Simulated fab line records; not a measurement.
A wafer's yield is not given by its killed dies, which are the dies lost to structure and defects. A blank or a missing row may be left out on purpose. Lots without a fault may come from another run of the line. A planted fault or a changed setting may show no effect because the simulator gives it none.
A struck lot beside a sound one / flow berkeleyCmos170 / 15 out of 331 route steps
Sound: these wafers, L711.2, L711.3, L711.6. The struck wafers were L710.1, L710.2, L710.5. At the end, the cause is stated.
At each step with rows: each side's tool, then ch and its chambers, then its first start. Under that, the readings that differ: sound wafers / struck wafers / difference of the means / sigmas: that difference in standard deviations of wafers without a fault.
alike: readings whose means differ by less than 2 such deviations, and words and numbers that are the same on both sides. not compared: withheld readings, readings that some wafer has no value for, bounds like >300 that may hide the same value, and numbers for which the record gives no deviation and whose values overlap.
The two part at a step that has a row with sigmas, a row that says differs or no value, or rows on one side only. Numbers that don't overlap but have no deviation are shown without sigmas and don't part them. Lack of a reading on every wafer of one side parts them only where that side has two or more wafers.

UCB170_ACTIVE_OVL_MEAS_14:
  sound: overlay-02 at day 5 11:45; struck: overlay-02 at day 5 12:28
  alike: ACTIVE_OVL
UCB170_ACTIVE_ETCH_15: etches Si3N4 in CH3F/Ar/O2, stops on SiO2, target depth 242 nm, time 151 s.
  sound on rieDiel-02 ch 0,1,3, day 5 11:47; struck on rieDiel-01 ch 0,1, day 5 12:30
  alike: drypumpMotorCurrentA, oesProductAu, throttleValvePct
  not compared: rfHoursCounterH
UCB170_ACTIVE_STRIP_16: strips in O2.
  sound on plasmaAsher-02 ch 0, day 5 11:53; struck on plasmaAsher-03 ch 0,1, day 5 12:36
  alike: drypumpMotorCurrentA, oesProductAu, stripTimeToEndpointS
  not compared: rfHoursCounterH
UCB170_ACTIVE_CD_MEAS_90: target cd 1200 nm.
  sound: cdSem-02 at day 5 12:00; struck: cdSem-02 at day 5 12:42
  alike: cdNm
then, 7 steps without rows for these wafers: UCB170_ACTIVE_CLEAN_17 (cleans in SPM, time 600 s); UCB170_PFIELD_HMDS_00 (prime time 60 s); UCB170_PFIELD_COAT_01 (resist thk 900 nm); UCB170_PFIELD_SOFTBAKE_02 (time 60 s); UCB170_PFIELD_EXPOSE_03 (exposes mask PFIELD, target cd 1500 nm); UCB170_PFIELD_PEB_04; UCB170_PFIELD_DEVELOP_05 (develop time 45 s).
UCB170_PFIELD_OVL_MEAS_06:
  sound: overlay-01 at day 5 14:40; struck: overlay-01 at day 5 15:04
  alike: PFIELD_OVL
UCB170_PFIELD_IMPLANT_07:
  sound on implanter-02 ch 0, day 5 14:43; struck on implanter-04 ch 0, day 5 15:25
  alike: tiltDeg
UCB170_PFIELD_STRIP_08: strips in O2.
  sound on plasmaAsher-03 ch 1, day 5 14:50; struck on plasmaAsher-02 ch 0,1, day 5 15:34
  alike: drypumpMotorCurrentA, oesProductAu, stripTimeToEndpointS
  not compared: rfHoursCounterH
UCB170_PFIELD_TW_MEAS_09:
  sound: filmMetro-01 at day 5 14:57; struck: filmMetro-02 at day 5 15:54
reading=PFIELD_TW; sound=605.8 603.9 603.2; struck=753.4 754.2 750.4; difference=+148.4; sigmas=+55

## WHERE THEY PART
Only at UCB170_PFIELD_TW_MEAS_09, within this record.

WHY: what the simulator had put in
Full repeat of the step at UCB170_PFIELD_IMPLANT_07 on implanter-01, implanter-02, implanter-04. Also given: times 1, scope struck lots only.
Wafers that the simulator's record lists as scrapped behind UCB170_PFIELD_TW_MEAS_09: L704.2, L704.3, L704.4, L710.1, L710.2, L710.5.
